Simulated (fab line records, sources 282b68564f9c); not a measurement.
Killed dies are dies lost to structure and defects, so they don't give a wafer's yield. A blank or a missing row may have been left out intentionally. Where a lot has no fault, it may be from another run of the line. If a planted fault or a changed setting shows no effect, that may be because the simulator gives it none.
Check of tool commonality :: flow ritCmos :: 42 wafers sampled across 14 lots

## THE REASON FOR OPENING IT
RIT_CONTACT_THK_MEAS_01, reading CONTACT_TEOS_THK: flagged on 2 of 14 lots. No-fault wafers: 403 nm, standard deviation 7.2.
Rule: a lot is flagged in two cases, either no wafer of it has a number, or all its wafers with numbers fall more than 4 standard deviations from that mean. The other lots count as sound.

lot: L356
measured: day 3 11:54
on: filmMetro-02
CONTACT_TEOS_THK (nm), wafer by wafer: 400 406 411
flag: 

lot: L357
measured: day 3 17:45
on: filmMetro-02
CONTACT_TEOS_THK (nm), wafer by wafer: 409 391 399
flag: 

lot: L358
measured: day 3 19:44
on: filmMetro-02
CONTACT_TEOS_THK (nm), wafer by wafer: 399 402 402
flag: 

lot: L359
measured: day 4 04:05
on: filmMetro-03
CONTACT_TEOS_THK (nm), wafer by wafer: 406 408 412
flag: 

lot: L360
measured: day 4 06:18
on: filmMetro-03
CONTACT_TEOS_THK (nm), wafer by wafer: 409 393 400
flag: 

lot: L361
measured: day 4 15:12
on: filmMetro-03
CONTACT_TEOS_THK (nm), wafer by wafer: 411 404 409
flag: 

lot: L362
measured: day 4 18:00
on: filmMetro-02
CONTACT_TEOS_THK (nm), wafer by wafer: 396 402 413
flag: 

lot: L363
measured: day 5 00:24
on: filmMetro-04
CONTACT_TEOS_THK (nm), wafer by wafer: 393 396 405
flag: 

lot: L369
measured: day 6 06:25
on: filmMetro-04
CONTACT_TEOS_THK (nm), wafer by wafer: 553 557 581
flag: FLAGGED

lot: L371
measured: day 6 13:41
on: filmMetro-04
CONTACT_TEOS_THK (nm), wafer by wafer: 394 411 400
flag: 

lot: L372
measured: day 6 20:50
on: filmMetro-04
CONTACT_TEOS_THK (nm), wafer by wafer: 556 574 551
flag: FLAGGED

lot: L373
measured: day 7 02:28
on: filmMetro-02
CONTACT_TEOS_THK (nm), wafer by wafer: 403 396 409
flag: 

lot: L374
measured: day 7 06:38
on: filmMetro-02
CONTACT_TEOS_THK (nm), wafer by wafer: 408 412 412
flag: 

lot: L376
measured: day 7 15:42
on: filmMetro-02
CONTACT_TEOS_THK (nm), wafer by wafer: 398 398 402
flag: 
Average over the flagged lots: 562 nm; offset from the usual +159 nm, equal to +22 standard deviations.

## WHICH TOOL RAN EACH LOT
2 process steps preceding the reading are held in the record, out of 202 steps in the route. Every cell lists first the tool, next ch and the chambers used by the sampled wafers, and last the start.
lot: L356
flag: 
RIT_ACTIVE_STRIP_14: plasmaAsher-04 ch 0,1, day 1 21:23
RIT_CONTACT_CVD_00: pecvd-01 ch 0,1,2, day 3 11:50

lot: L357
flag: 
RIT_ACTIVE_STRIP_14: plasmaAsher-01 ch 0, day 2 01:28
RIT_CONTACT_CVD_00: pecvd-02 ch 0,2, day 3 17:42

lot: L358
flag: 
RIT_ACTIVE_STRIP_14: plasmaAsher-04 ch 0,1, day 2 06:27
RIT_CONTACT_CVD_00: pecvd-04 ch 0,2, day 3 19:40

lot: L359
flag: 
RIT_ACTIVE_STRIP_14: plasmaAsher-02 ch 0,1, day 2 11:56
RIT_CONTACT_CVD_00: pecvd-01 ch 0,1, day 4 04:01

lot: L360
flag: 
RIT_ACTIVE_STRIP_14: plasmaAsher-04 ch 0,1, day 2 15:59
RIT_CONTACT_CVD_00: pecvd-02 ch 0,1,2, day 4 06:15

lot: L361
flag: 
RIT_ACTIVE_STRIP_14: plasmaAsher-04 ch 0,1, day 2 22:23
RIT_CONTACT_CVD_00: pecvd-04 ch 0,1,2, day 4 15:08

lot: L362
flag: 
RIT_ACTIVE_STRIP_14: plasmaAsher-04 ch 0,1, day 3 02:16
RIT_CONTACT_CVD_00: pecvd-01 ch 0,1,2, day 4 17:55

lot: L363
flag: 
RIT_ACTIVE_STRIP_14: plasmaAsher-04 ch 0,1, day 3 07:07
RIT_CONTACT_CVD_00: pecvd-02 ch 1,2, day 5 00:20

lot: L369
flag: FLAGGED
RIT_ACTIVE_STRIP_14: plasmaAsher-04 ch 0,1, day 4 13:24
RIT_CONTACT_CVD_00: pecvd-02 ch 0,1,2, day 6 06:22

lot: L371
flag: 
RIT_ACTIVE_STRIP_14: plasmaAsher-02 ch 0, day 4 23:07
RIT_CONTACT_CVD_00: pecvd-01 ch 0,1,2, day 6 13:38

lot: L372
flag: FLAGGED
RIT_ACTIVE_STRIP_14: plasmaAsher-02 ch 0,1, day 5 04:49
RIT_CONTACT_CVD_00: pecvd-02 ch 0,1, day 6 20:46

lot: L373
flag: 
RIT_ACTIVE_STRIP_14: plasmaAsher-02 ch 0,1, day 5 09:08
RIT_CONTACT_CVD_00: pecvd-04 ch 1,2, day 7 02:24

lot: L374
flag: 
RIT_ACTIVE_STRIP_14: plasmaAsher-02 ch 0,1, day 5 15:53
RIT_CONTACT_CVD_00: pecvd-01 ch 0,1, day 7 06:35

lot: L376
flag: 
RIT_ACTIVE_STRIP_14: plasmaAsher-01 ch 0,1, day 6 00:43
RIT_CONTACT_CVD_00: pecvd-04 ch 0,1,2, day 7 15:39
These steps, and what they do:
- RIT_ACTIVE_STRIP_14: strips in O2, time 180 s.
- RIT_CONTACT_CVD_00: deposits SiO2 from TEOS, target thk 400 nm, time 61 s.
- RIT_CONTACT_THK_MEAS_01

## FLAGGED AGAINST TOTAL, ONE TOOL AT A TIME (gauges that did the reading follow at the end)
step: RIT_ACTIVE_STRIP_14
tool: plasmaAsher-01
lots run: 2
flagged: 0
share of the flagged lots: none
sound lots run after its first flagged lot: -

step: RIT_ACTIVE_STRIP_14
tool: plasmaAsher-02
lots run: 5
flagged: 1
share of the flagged lots: some
sound lots run after its first flagged lot: 2 (L373,L374)

step: RIT_ACTIVE_STRIP_14
tool: plasmaAsher-04
lots run: 7
flagged: 1
share of the flagged lots: some
sound lots run after its first flagged lot: 0

step: RIT_CONTACT_CVD_00
tool: pecvd-01
lots run: 5
flagged: 0
share of the flagged lots: none
sound lots run after its first flagged lot: -

step: RIT_CONTACT_CVD_00
tool: pecvd-02
lots run: 5
flagged: 2
share of the flagged lots: all
sound lots run after its first flagged lot: 0

step: RIT_CONTACT_CVD_00
tool: pecvd-04
lots run: 4
flagged: 0
share of the flagged lots: none
sound lots run after its first flagged lot: -

step: RIT_CONTACT_THK_MEAS_01
tool: filmMetro-02
lots run: 7
flagged: 0
share of the flagged lots: none
sound lots run after its first flagged lot: -

step: RIT_CONTACT_THK_MEAS_01
tool: filmMetro-03
lots run: 3
flagged: 0
share of the flagged lots: none
sound lots run after its first flagged lot: -

step: RIT_CONTACT_THK_MEAS_01
tool: filmMetro-04
lots run: 4
flagged: 2
share of the flagged lots: all
sound lots run after its first flagged lot: 1 (L371)

## WHAT THE TABLE ALLOWS
Every flagged lot went through 2 rows of the table: pecvd-02 at RIT_CONTACT_CVD_00 and filmMetro-04 at RIT_CONTACT_THK_MEAS_01.
- pecvd-02 at RIT_CONTACT_CVD_00 ran 5 lots, 2 of them flagged. It ran its last sound lot, L363, at day 5 00:20 and its first flagged lot, L369, at day 6 06:22: a fault with its onset between the two fits.
- filmMetro-04 at RIT_CONTACT_THK_MEAS_01 ran 4 lots, 2 of them flagged. Lots that were sound ran on it after the first flagged one (L371); a persistent fault on the entire tool would not allow that.
One tool is left: pecvd-02 at RIT_CONTACT_CVD_00.

## WHAT THE SIMULATOR PUT IN
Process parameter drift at RIT_CONTACT_CVD_00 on pecvd-02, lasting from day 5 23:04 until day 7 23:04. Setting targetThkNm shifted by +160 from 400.
Lots struck among those shown: L369, L372. The rule above reached the same finding.
